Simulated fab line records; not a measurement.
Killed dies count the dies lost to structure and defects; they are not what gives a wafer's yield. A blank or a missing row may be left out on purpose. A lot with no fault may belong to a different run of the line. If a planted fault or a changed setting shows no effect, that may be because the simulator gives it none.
fab line records -- flow rit-cmos
record: lots: 7, wafers: 21, last-day: 7
route steps=202 shown NRETRO@53 PRETRO@64 M1@202
lots that met no fault: taken from a fault-free run of the same line
start-h: the number of hours between the record's first day and the start of the first shown wafer of the lot -- wait-h: time in hours since the lot's previous step -- " unchanged from the row above -- L1.1+2: one row covering several wafers at once -- - no value, or no start was given -- * or withheld: withheld -- < > ~ a bound
route shown NAME@n: NAME is a module with steps in the file, n the number in the route of the first one -- usual: mean/standard deviation taken from wafers without a fault -- same: alike in all rows -- chamber/n: place in a boat -- sites: each site's reading -- _std_site: their standard deviation -- _edge_site: inner sites' mean taken away from outer sites' mean -- radius-mm: how far each site lies from the wafer's centre -- mask NAME#n: copy n -- behind: the most recent tool/chamber to have shaped the wafer -- hold: why the lot went on hold/how many hours it stayed there/how the hold came to an end -- device: names the non-switching transistor (n, p or np) -- end of line: the tests these same wafers got at the end of their route -- for a step that has no rows: nothing shown but its recipe -- killed: dies lost to structure and defects at the first sort, not the wafer's yield -- map: dies across one wafer; x = killed, . = not, _ = none there
set.NAME: the setting that was run; set.NAME@STEP: the one run at that earlier step -- model.NAME: the simulator's own value behind a step, which no gauge read
lots at some steps of the route; a table a step, a row a wafer
services: the hour from which a tool's chamber was out of use, counted from the record's first day as start-h (under 0 if before that day), plus the number of hours and why
== steps ==
step: RIT_NRETRO_HMDS_00
recipe: prime-time-s: 60, prime-temp-c: 140
step: RIT_NRETRO_COAT_01
recipe: resist: NOVOLAK, spin-rpm: 2000, resist-thk-nm: 1300
step: RIT_NRETRO_SOFTBAKE_02
recipe: resist: NOVOLAK, temp-c: 90, time-s: 60
step: RIT_NRETRO_EXPOSE_03
recipe: mask-id: M4, na: 0.57, target-cd-nm: 43900, dose-mj: 250
step: RIT_NRETRO_PEB_04
recipe: resist: NOVOLAK, temp-c: withheld, time-s: withheld
step: RIT_NRETRO_DEVELOP_05
recipe: resist: NOVOLAK, develop-time-s: 68, dev-temp-c: 23
step: RIT_NRETRO_OVL_MEAS_06
usual: NRETRO_OVL: 0.1/1.3
lot.wafer,tool,chamber,start-h,wait-h,NRETRO_OVL[nm]
L656.3,overlay-01,-,32.14,-,0.1
L656.5,overlay-01,-,32.14,-,1.0
L656.6,overlay-01,-,32.14,-,1.3
L662.2,overlay-01,-,63.15,-,-0.6
L662.4,overlay-01,-,63.15,-,-0.3
L662.6,overlay-01,-,63.15,-,-1.5
L666.1,overlay-01,-,82.56,-,-2.5
L666.3,overlay-01,-,82.56,-,-2.4
L666.6,overlay-01,-,82.56,-,-1.9
L667.2,overlay-01,-,85.97,-,-1.3
L667.4,overlay-01,-,85.97,-,-0.2
L667.6,overlay-01,-,85.97,-,-0.3
L668.1,overlay-01,-,93.39,-,-1.6
L668.2,overlay-01,-,93.39,-,-0.4
L668.4,overlay-01,-,93.39,-,-0.2
L675.2,overlay-02,-,125.61,-,-0.3
L675.4,overlay-02,-,125.61,-,0.2
L675.6,overlay-02,-,125.61,-,-0.5
L676.1,overlay-01,-,136.11,-,1.3
L676.2,overlay-01,-,136.11,-,0.7
L676.4,overlay-01,-,136.11,-,-0.8
step: RIT_NRETRO_HARDBAKE_07
recipe: resist: NOVOLAK, temp-c: 140, time-s: 120
step: RIT_NRETRO_IMPLANT_08
recipe: species: P, energy-kev: 70, dose-cm2: 1e+13, tilt-deg: 7
step: RIT_NRETRO_STRIP_09
recipe: chemistry: O2, time-s: 180, resist: NOVOLAK, platen-temp-c: withheld, power-w: 500, pressure-mtorr: 4000, o2-flow-sccm: 4000
usual: drypump-motor-current-A: 5.7/0.58
lot.wafer,tool,chamber,start-h,wait-h,drypump-motor-current-A,rf-hours-counter-h
L656.3,plasma-asher-01,0,32.62,0.1,5.6,-
L656.5,plasma-asher-01,0,32.62,0.1,5.6,-
L656.6,plasma-asher-01,1,32.62,0.1,6.1,-
L662.2,plasma-asher-02,0,63.58,0.1,6.5,44
L662.4,plasma-asher-02,0,63.58,0.1,6.5,-
L662.6,plasma-asher-02,0,63.58,0.1,6.5,-
L666.1,plasma-asher-04,0,83.00,0.1,5.7,46
L666.3,plasma-asher-04,0,83.00,0.1,5.7,-
L666.6,plasma-asher-04,1,83.00,0.1,5.1,-
L667.2,plasma-asher-01,0,86.40,0.1,5.6,25
L667.4,plasma-asher-01,0,86.40,0.1,5.6,-
L667.6,plasma-asher-01,1,86.40,0.1,6.1,-
L668.1,plasma-asher-02,1,93.83,0.1,5.2,47
L668.2,plasma-asher-02,0,93.83,0.1,6.5,47
L668.4,plasma-asher-02,0,93.83,0.1,6.5,-
L675.2,plasma-asher-02,0,126.04,0.1,6.5,51
L675.4,plasma-asher-02,1,126.04,0.1,5.1,-
L675.6,plasma-asher-02,0,126.04,0.1,6.5,-
L676.1,plasma-asher-02,1,136.55,0.1,5.2,52
L676.2,plasma-asher-02,0,136.55,0.1,6.5,52
L676.4,plasma-asher-02,0,136.55,0.1,6.5,-
step: RIT_NRETRO_TW_MEAS_10
usual: NRETRO_TW: 1052/8
lot.wafer,tool,chamber,start-h,wait-h,NRETRO_TW
L656.3,film-metro-01,-,32.76,0.1,1046
L656.5,film-metro-01,-,32.76,0.1,1050
L656.6,film-metro-01,-,32.76,0.1,1048
L662.2,film-metro-03,-,63.76,0.1,1048
L662.4,film-metro-03,-,63.76,0.1,1041
L662.6,film-metro-03,-,63.76,0.1,1046
L666.1,film-metro-01,-,83.17,0.1,1051
L666.3,film-metro-01,-,83.17,0.1,1049
L666.6,film-metro-01,-,83.17,0.1,1052
L667.2,film-metro-03,-,86.58,0.1,1044
L667.4,film-metro-03,-,86.58,0.1,1050
L667.6,film-metro-03,-,86.58,0.1,1043
L668.1,film-metro-04,-,94.00,0.1,1048
L668.2,film-metro-04,-,94.00,0.1,1058
L668.4,film-metro-04,-,94.00,0.1,1046
L675.2,film-metro-03,-,126.22,0.1,1063
L675.4,film-metro-03,-,126.22,0.1,1063
L675.6,film-metro-03,-,126.22,0.1,1059
L676.1,film-metro-04,-,136.73,0.1,1061
L676.2,film-metro-04,-,136.73,0.1,1064
L676.4,film-metro-04,-,136.73,0.1,1065
step: RIT_PRETRO_HMDS_00
recipe: prime-time-s: 60, prime-temp-c: 140
step: RIT_PRETRO_COAT_01
recipe: resist: NOVOLAK, spin-rpm: 2000, resist-thk-nm: 1300
usual: chill-plate-temp-C: 23.00/0.12, dispense-pressure-kPa: 44.3/0.45, resist-line-temp-C: 23.00/0.11
lot.wafer,tool,chamber,start-h,wait-h,chill-plate-temp-C,dispense-pressure-kPa,resist-line-temp-C
L656.3,litho-track-03,0,33.00,0.1,22.88,43.4,23.04
L656.5,litho-track-03,0,33.00,0.1,22.83,43.4,22.93
L656.6,litho-track-03,0,33.00,0.1,22.90,43.4,22.99
L662.2,litho-track-02,0,63.99,0.1,22.77,44.4,23.05
L662.4,litho-track-02,0,63.99,0.1,22.91,44.4,23.13
L662.6,litho-track-02,0,63.99,0.1,22.86,44.4,23.00
L666.1,litho-track-01,-,83.38,0.1,-,-,-
L666.3,litho-track-01,-,83.38,0.1,-,-,-
L666.6,litho-track-01,-,83.38,0.1,-,-,-
L667.2,litho-track-02,-,86.81,0.1,-,-,-
L667.4,litho-track-02,-,86.81,0.1,-,-,-
L667.6,litho-track-02,-,86.81,0.1,-,-,-
L668.1,litho-track-02,-,94.21,0.1,-,-,-
L668.2,litho-track-02,-,94.21,0.1,-,-,-
L668.4,litho-track-02,-,94.21,0.1,-,-,-
L675.2,litho-track-02,0,126.45,0.1,22.97,44.4,23.03
L675.4,litho-track-02,0,126.45,0.1,22.86,44.4,23.14
L675.6,litho-track-02,0,126.45,0.1,22.88,44.4,23.01
L676.1,litho-track-02,0,136.97,0.1,22.83,44.4,22.93
L676.2,litho-track-02,0,136.97,0.1,22.78,44.4,23.23
L676.4,litho-track-02,0,136.97,0.1,22.79,44.4,22.99
step: RIT_PRETRO_SOFTBAKE_02
recipe: resist: NOVOLAK, temp-c: 90, time-s: 60
step: RIT_PRETRO_EXPOSE_03
recipe: mask-id: M5, na: 0.57, target-cd-nm: 43700, dose-mj: 250
step: RIT_PRETRO_PEB_04
recipe: resist: NOVOLAK, temp-c: withheld, time-s: withheld
step: RIT_PRETRO_DEVELOP_05
recipe: resist: NOVOLAK, develop-time-s: 68, dev-temp-c: 23
step: RIT_PRETRO_OVL_MEAS_06
usual: PRETRO_OVL: 0.0/1
lot.wafer,tool,chamber,start-h,wait-h,PRETRO_OVL[nm]
L656.3,overlay-02,-,33.69,-,-1.1
L656.5,overlay-02,-,33.69,-,-1.3
L656.6,overlay-02,-,33.69,-,0.0
L662.2,overlay-01,-,64.70,-,0.1
L662.4,overlay-01,-,64.70,-,0.5
L662.6,overlay-01,-,64.70,-,-0.4
L666.1,overlay-01,-,84.11,-,-
L666.3,overlay-01,-,84.11,-,-
L666.6,overlay-01,-,84.11,-,-
L667.2,overlay-01,-,87.64,-,-
L667.4,overlay-01,-,87.64,-,-
L667.6,overlay-01,-,87.64,-,-
L668.1,overlay-02,-,95.07,-,-
L668.2,overlay-02,-,95.07,-,-
L668.4,overlay-02,-,95.07,-,-
L675.2,overlay-02,-,127.16,-,-0.8
L675.4,overlay-02,-,127.16,-,-0.2
L675.6,overlay-02,-,127.16,-,-1.9
L676.1,overlay-01,-,137.70,-,-0.6
L676.2,overlay-01,-,137.70,-,-0.4
L676.4,overlay-01,-,137.70,-,0.5
step: RIT_PRETRO_HARDBAKE_07
recipe: resist: NOVOLAK, temp-c: 140, time-s: 120
step: RIT_M1_PROBE_99
usual: killed-at-contacts: 0.1/0.23, killed-at-front-end: 7/3, killed-dies: 7/3, killed-on-rim: 1.8/1.5, killed-open: 3.3/1.8, killed-short: 3.3/2.2
same: gross-dies: 264, killed_at_M0_to_M3: 0, killed_at_M4_up: 0, killed-at-back-side: 0, killed-at-other: 0
lot.wafer,tool,chamber,start-h,wait-h,killed-at-contacts,killed-at-front-end,killed-dies,killed-on-rim,killed-open,killed-short
L656.3,prober-01,-,63.80,0.2,0,7,7,0,2,5
L656.5,prober-01,-,63.90,0.2,0,8,8,2,5,3
L656.6,prober-01,-,63.95,0.2,0,5,5,2,4,1
L662.2,prober-01,-,100.82,0.1,0,8,8,2,4,4
L662.4,prober-01,-,100.92,0.2,0,8,8,0,1,7
L662.6,prober-01,-,101.02,0.2,0,4,4,1,3,1
L666.1,prober-02,-,111.39,0.1,0,264,264,70,1,1
L666.3,prober-02,-,111.49,0.2,0,264,264,70,5,3
L666.6,prober-02,-,111.64,0.2,0,264,264,70,1,4
L667.2,prober-01,-,116.15,0.1,0,264,264,70,3,7
L667.4,prober-01,-,116.25,0.2,0,264,264,70,5,3
L667.6,prober-01,-,116.35,0.2,1,263,264,70,1,1
L668.1,prober-02,-,122.92,0.1,0,264,264,70,8,1
L668.2,prober-02,-,122.97,0.1,0,264,264,70,4,1
L668.4,prober-02,-,123.07,0.2,0,264,264,70,2,9
L675.2,prober-01,-,155.66,0.1,0,8,8,1,6,2
L675.4,prober-01,-,155.76,0.2,0,3,3,0,2,1
L675.6,prober-01,-,155.86,0.2,1,4,5,3,2,3
L676.1,prober-02,-,163.00,0.1,0,11,11,3,5,6
L676.2,prober-02,-,163.05,0.1,0,6,6,1,1,5
L676.4,prober-02,-,163.15,0.2,0,14,14,4,6,8
killed by level:class
L656.3 GATE:geometric-particle:short=3 FOX1:geometric-particle:short=1 GATE:geometric-particle:open=1 SILICIDE:geometric-particle:open=1 SILICIDE:geometric-particle:short=1
L656.5 GATE:geometric-particle:open=3 GATE:geometric-particle:short=2 FOX2:geometric-particle:open=1 SPACER:geometric-particle:open=1 SPACER:geometric-particle:short=1
L656.6 GATE:geometric-particle:open=2 SPACER:geometric-particle:open=2 FOX2:geometric-particle:short=1
L662.2 GATE:geometric-particle:short=3 FOX1:geometric-particle:open=2 FOX1:geometric-particle:short=1 GATE:geometric-particle:open=1 SPACER:geometric-particle:open=1
L662.4 FOX1:geometric-particle:short=3 SPACER:geometric-particle:short=2 FOX1:geometric-particle:open=1 FOX2:geometric-particle:short=1 SILICIDE:geometric-particle:short=1
L662.6 GATE:geometric-particle:open=1 SPACER:geometric-particle:short=1 SPACER:geometric-particle:open=1 SILICIDE:geometric-particle:open=1
L666.1 PRETRO:area-expose=262 FOX2:geometric-particle:short=1 REOX:geometric-particle:open=1
L666.3 PRETRO:area-expose=256 FOX1:geometric-particle:short=2 GATE:geometric-particle:open=2 FOX1:geometric-particle:open=1 GATE:geometric-particle:short=1 SPACER:geometric-particle:open=1 SILICIDE:geometric-particle:open=1
L666.6 PRETRO:area-expose=259 GATE:geometric-particle:short=4 SPACER:geometric-particle:open=1
L667.2 PRETRO:area-expose=254 REOX:geometric-particle:short=3 GATE:geometric-particle:short=2 GATE:geometric-particle:open=1 SPACER:geometric-particle:short=1 SPACER:geometric-particle:open=1 SILICIDE:geometric-particle:short=1 SILICIDE:geometric-particle:open=1
L667.4 PRETRO:area-expose=256 GATE:geometric-particle:open=4 FOX1:geometric-particle:short=2 SPACER:geometric-particle:short=1 SILICIDE:geometric-particle:open=1
L667.6 PRETRO:area-expose=262 GATE:geometric-particle:short=1 CONTACT:geometric-particle:open=1
L668.1 PRETRO:area-expose=255 GATE:geometric-particle:open=5 FOX1:geometric-particle:open=2 FOX2:geometric-particle:open=1 REOX:geometric-particle:short=1
L668.2 PRETRO:area-expose=259 SPACER:geometric-particle:open=2 FOX2:geometric-particle:open=1 GATE:geometric-particle:short=1 REOX:geometric-particle:open=1
L668.4 PRETRO:area-expose=253 FOX1:geometric-particle:short=4 FOX2:geometric-particle:short=2 FOX1:geometric-particle:open=1 GATE:geometric-particle:short=1 GATE:geometric-particle:open=1 SPACER:geometric-particle:short=1 SILICIDE:geometric-particle:short=1
L675.2 REOX:geometric-particle:open=3 FOX1:geometric-particle:open=2 REOX:geometric-particle:short=2 FOX2:geometric-particle:open=1
L675.4 GATE:geometric-particle:open=1 SPACER:geometric-particle:short=1 SILICIDE:geometric-particle:open=1
L675.6 SPACER:geometric-particle:short=2 FOX1:geometric-particle:open=1 SILICIDE:geometric-particle:short=1 CONTACT:geometric-particle:open=1
L676.1 FOX2:geometric-particle:open=3 FOX1:geometric-particle:short=2 REOX:geometric-particle:short=2 GATE:geometric-particle:short=1 GATE:geometric-particle:open=1 REOX:geometric-particle:open=1 SPACER:geometric-particle:short=1
L676.2 FOX2:geometric-particle:short=2 FOX1:geometric-particle:open=1 GATE:geometric-particle:short=1 REOX:geometric-particle:short=1 SPACER:geometric-particle:short=1
L676.4 FOX1:geometric-particle:short=4 GATE:geometric-particle:open=2 SILICIDE:geometric-particle:open=2 GATE:geometric-particle:short=1 REOX:geometric-particle:short=1 REOX:geometric-particle:open=1 SPACER:geometric-particle:short=1 SPACER:geometric-particle:open=1
map L666.1 (x killed, . not)
________xxxxxxx_______
_____xxxxxxxxxxxxx____
____xxxxxxxxxxxxxxx___
___xxxxxxxxxxxxxxxxx__
__xxxxxxxxxxxxxxxxxxx_
__xxxxxxxxxxxxxxxxxxx_
_xxxxxxxxxxxxxxxxxxxxx
_xxxxxxxxxxxxxxxxxxxxx
_xxxxxxxxxxxxxxxxxxxxx
_xxxxxxxxxxxxxxxxxxxxx
__xxxxxxxxxxxxxxxxxxx_
__xxxxxxxxxxxxxxxxxxx_
___xxxxxxxxxxxxxxxxx__
____xxxxxxxxxxxxxxx___
_____xxxxxxxxxxxxx____
________xxxxxxx_______
map L667.2 (x killed, . not)
________xxxxxxx_______
_____xxxxxxxxxxxxx____
____xxxxxxxxxxxxxxx___
___xxxxxxxxxxxxxxxxx__
__xxxxxxxxxxxxxxxxxxx_
__xxxxxxxxxxxxxxxxxxx_
_xxxxxxxxxxxxxxxxxxxxx
_xxxxxxxxxxxxxxxxxxxxx
_xxxxxxxxxxxxxxxxxxxxx
_xxxxxxxxxxxxxxxxxxxxx
__xxxxxxxxxxxxxxxxxxx_
__xxxxxxxxxxxxxxxxxxx_
___xxxxxxxxxxxxxxxxx__
____xxxxxxxxxxxxxxx___
_____xxxxxxxxxxxxx____
________xxxxxxx_______
== services ==
tool,chamber,start-h,hours,kind
plasma-asher-04,-,108.75,9.0,pm
plasma-asher-04,0,108.75,9.0,vent-cycle
plasma-asher-04,1,108.75,9.0,vent-cycle
plasma-asher-04,0,117.75,-,clean
plasma-asher-04,1,117.75,-,clean
== key ==
first-sign: step: RIT_PRETRO_COAT_01, reading: tool-record, direction: missing
effect: step: RIT_PRETRO_OVL_MEAS_06, reading: PRETRO_OVL, direction: missing
effect: step: RIT_M1_PROBE_99, reading: killed-dies, direction: up, sigmas: 86, usual: 7, struck: 264
more-kills-born-at: RIT_PRETRO_EXPOSE_03@iline-stepper-02: 1544, RIT_PRETRO_EXPOSE_03@iline-stepper-01: 772
met-at RIT_PRETRO_COAT_01
struck-wafers L666.1,L666.3,L666.6,L667.2,L667.4,L667.6,L668.1,L668.2,L668.4
tester-left-out L666,L667,L668
onset-between 63.99 83.38
fault: kind: skipped-step-whole, tool: litho-track-01,litho-track-02, chamber: -, onset-h: 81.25, steps: RIT_PRETRO_COAT_01, scope: struck-lots-only
tester-left-out: of these lots the tester's yield and bins aren't shown, on N5 and GAA mostly nor the transistor test; their killed dies are dies lost to structure and defects alone, not to doping, threshold or leakage, so they don't give the yield
